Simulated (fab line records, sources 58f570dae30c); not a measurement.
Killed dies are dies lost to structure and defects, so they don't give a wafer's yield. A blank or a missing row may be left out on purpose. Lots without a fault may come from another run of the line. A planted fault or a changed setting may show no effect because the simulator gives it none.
Which tool did it? | flow berkeley_cmos170 | 14 lots, 42 wafers sampled, at 4 steps of a route of 331

WHAT THE GAUGES READ, wafer by wafer
UCB170_ACTIVE_THK_MEAS_03. Usual: ACTIVE_OXIDE_THK 26.8 nm, standard deviation 0.55.
lot  | measured    | on            | ACTIVE_OXIDE_THK (nm) | flag
L524 | day 4 00:50 | film_metro-02 | 26.0 26.3 26.1        |
L525 | day 4 00:50 | film_metro-03 | 26.9 26.7 26.9        |
L529 | day 4 23:26 | film_metro-04 | 27.0 27.2 27.6        |
L528 | day 4 23:26 | film_metro-02 | 26.9 26.9 27.3        |
L532 | day 5 10:01 | film_metro-02 | 26.4 26.4 26.7        |
L530 | day 5 10:02 | film_metro-04 | 25.5 25.7 25.7        |
L533 | day 6 01:26 | film_metro-04 | 26.4 27.0 26.6        |
L534 | day 6 01:26 | film_metro-02 | 26.0 26.6 26.2        |
L536 | day 6 15:56 | film_metro-03 | 27.2 26.9 27.4        |
L539 | day 6 17:17 | film_metro-02 | 27.4 28.0 27.9        |
L537 | day 6 17:18 | film_metro-03 | 27.3 27.8 27.1        |
L543 | day 7 23:23 | film_metro-04 | 26.7 27.1 27.1        |
L542 | day 7 23:28 | film_metro-03 | 26.9 26.5 27.0        |
L545 | day 8 13:25 | film_metro-02 | 27.5 27.2 27.2        |

UCB170_PFIELD_OVL_MEAS_06. Usual: PFIELD_OVL 3 nm, standard deviation 4.2.
lot  | measured    | on         | PFIELD_OVL (nm) | flag
L524 | day 4 11:47 | overlay-01 | -1 7 5          |
L525 | day 4 11:17 | overlay-02 | 5 -1 -2         |
L529 | day 5 07:53 | overlay-01 | -2 6 4          |
L528 | day 5 07:25 | overlay-02 | 1 8 3           |
L532 | day 5 20:25 | overlay-02 | 0 4 2           |
L530 | day 5 20:48 | overlay-01 | 7 -6 -5         |
L533 | day 6 15:59 | overlay-01 | 0 2 8           |
L534 | day 6 16:41 | overlay-02 | 7 11 11         |
L536 | day 7 00:01 | overlay-02 | 4 -1 5          |
L539 | day 7 04:56 | overlay-01 | 0 7 6           |
L537 | day 7 04:40 | overlay-02 | 5 5 4           |
L543 | day 8 08:58 | overlay-02 | -3 2 -4         |
L542 | day 8 09:05 | overlay-02 | 4 7 11          |
L545 | day 9 00:22 | overlay-01 | 2 -2 6          |

UCB170_NLDD_CD_MEAS_06: target cd 1200 nm. Usual: cd_nm 1199.6 nm, standard deviation 1.5.
lot  | measured     | on        | cd_nm (nm)           | flag
L524 | day 6 08:22  | cd_sem-02 | 1200.7 1200.2 1199.8 |
L525 | day 6 08:53  | cd_sem-02 | 1201.0 1200.7 1198.0 |
L529 | day 7 09:26  | cd_sem-02 | 1200.6 1198.2 1198.2 |
L528 | day 7 12:01  | cd_sem-01 | 1199.1 1199.7 1198.2 |
L532 | day 7 21:10  | cd_sem-02 | 1199.3 1199.5 1198.1 |
L530 | day 7 14:52  | cd_sem-02 | 1200.1 1199.0 1199.5 |
L533 | day 8 17:52  | cd_sem-01 | 1201.3 1199.3 1200.0 |
L534 | day 8 17:35  | cd_sem-02 | 1199.5 1199.4 1198.9 |
L536 | day 9 00:32  | cd_sem-02 | 1199.9 1199.4 1200.2 |
L539 | day 9 09:08  | cd_sem-02 | 1197.2 1198.4 1196.4 |
L537 | day 9 09:33  | cd_sem-01 | 1198.6 1199.6 1199.8 |
L543 | day 10 11:17 | cd_sem-01 | 1195.2 1193.5 1193.6 | OFF
L542 | day 10 11:50 | cd_sem-01 | 1194.6 1194.7 1195.7 | OFF
L545 | day 11 02:07 | cd_sem-01 | 1201.0 1200.1 1200.0 |

WHICH TOOL RAN EACH LOT (tool, then ch and the chambers of the sampled wafers, then the start)
lot  | UCB170_NLDD_SOFTBAKE_02
L524 | litho_track-02 ch 0, day 6 07:06
L525 | litho_track-01 ch 0, day 6 07:37
L529 | litho_track-01 ch 0, day 7 08:46
L528 | litho_track-02 ch 0, day 7 11:21
L532 | litho_track-01 ch 0, day 7 20:38
L530 | litho_track-04 ch 0, day 7 14:07
L533 | litho_track-01 ch 0, day 8 17:20
L534 | litho_track-04 ch 0, day 8 16:53
L536 | litho_track-01 ch 0, day 8 23:59
L539 | litho_track-04 ch 0, day 9 08:25
L537 | litho_track-04 ch 0, day 9 08:54
L543 | litho_track-04 ch 0, day 10 10:08
L542 | litho_track-04 ch 0, day 10 10:52
L545 | litho_track-01 ch 0, day 11 01:28
- UCB170_NLDD_SOFTBAKE_02: time 60 s.

WHAT THE TOOLS THEMSELVES READ (means of the sampled wafers that have a number; where no wafer has one, the mark that the record gives instead)
UCB170_NLDD_SOFTBAKE_02. Usual: heater_power_total_W 56.80 W, standard deviation 0.047; plate_temp_C 130.00 C, standard deviation 0.14; resist_line_temp_C 22.99 C, standard deviation 0.11.
lot  | tool           | heater_power_total_W (W) | plate_temp_C (C) | resist_line_temp_C (C) | flag
L524 | litho_track-02 | 56.81                    | 130.07           | 23.06                  |
L525 | litho_track-01 | 56.81                    | 130.03           | 22.98                  |
L529 | litho_track-01 | 56.79                    | 130.00           | 23.01                  |
L528 | litho_track-02 | 56.82                    | 130.02           | 22.96                  |
L532 | litho_track-01 | 56.82                    | 130.06           | 22.96                  |
L530 | litho_track-04 | 56.80                    | 129.74           | 23.09                  |
L533 | litho_track-01 | 56.85                    | 129.91           | 22.91                  |
L534 | litho_track-04 | 56.81                    | 130.25           | 23.12                  |
L536 | litho_track-01 | 56.82                    | 129.96           | 23.09                  |
L539 | litho_track-04 | 56.78                    | 130.02           | 23.04                  |
L537 | litho_track-04 | 56.79                    | 129.95           | 23.07                  |
L543 | litho_track-04 | 55.47                    | 127.74           | 23.09                  | OFF
L542 | litho_track-04 | 55.51                    | 127.67           | 22.88                  | OFF
L545 | litho_track-01 | 56.81                    | 129.92           | 22.95                  |

THE ANSWER, worked out from the rows above alone
Rule: a lot is off if the mean of its wafers that have a number lies more than 3 standard deviations from the usual mean. A lot without any number at a reading at which 4 lots or more have one is off too. The other lots that the step has rows for count as sound. The gauges are gone through in route order, then the tools' own readings, and for those a lot's mean is taken as printed above. The first step at which some lot is off is used, and at that step the reading that is off furthest; a lot without a number counts as furthest.
Off: L543, L542, at UCB170_NLDD_CD_MEAS_06 (cd_nm).
A tool fits if, at a process step before that reading, it ran every lot that is off, and no sound lot after the first of them. The gauges at UCB170_NLDD_CD_MEAS_06 aren't tried: what is off there is off at UCB170_NLDD_SOFTBAKE_02 too, on other tools, and a gauge's error can't cause that. One fits: litho_track-04 at UCB170_NLDD_SOFTBAKE_02. Its last sound lot is L537 (day 9 08:54), its first lot that is off L543 (day 10 10:08): a fault that began between those two fits.
The tool's own readings at UCB170_NLDD_SOFTBAKE_02 bear it out: on the lots that are off they differ by more than 5 times the standard deviation of the sound lots' means. heater_power_total_W reads 55.49 W there against 56.81 W on the sound lots; plate_temp_C reads 127.70 C there against 129.99 C on the sound lots.

WHAT THE SIMULATOR HAD PUT IN
Process parameter drift: litho_track-04, from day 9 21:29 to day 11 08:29, at UCB170_NLDD_SOFTBAKE_02. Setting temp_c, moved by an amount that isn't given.
Lots struck among those shown: L543, L542. The rule above found the same.
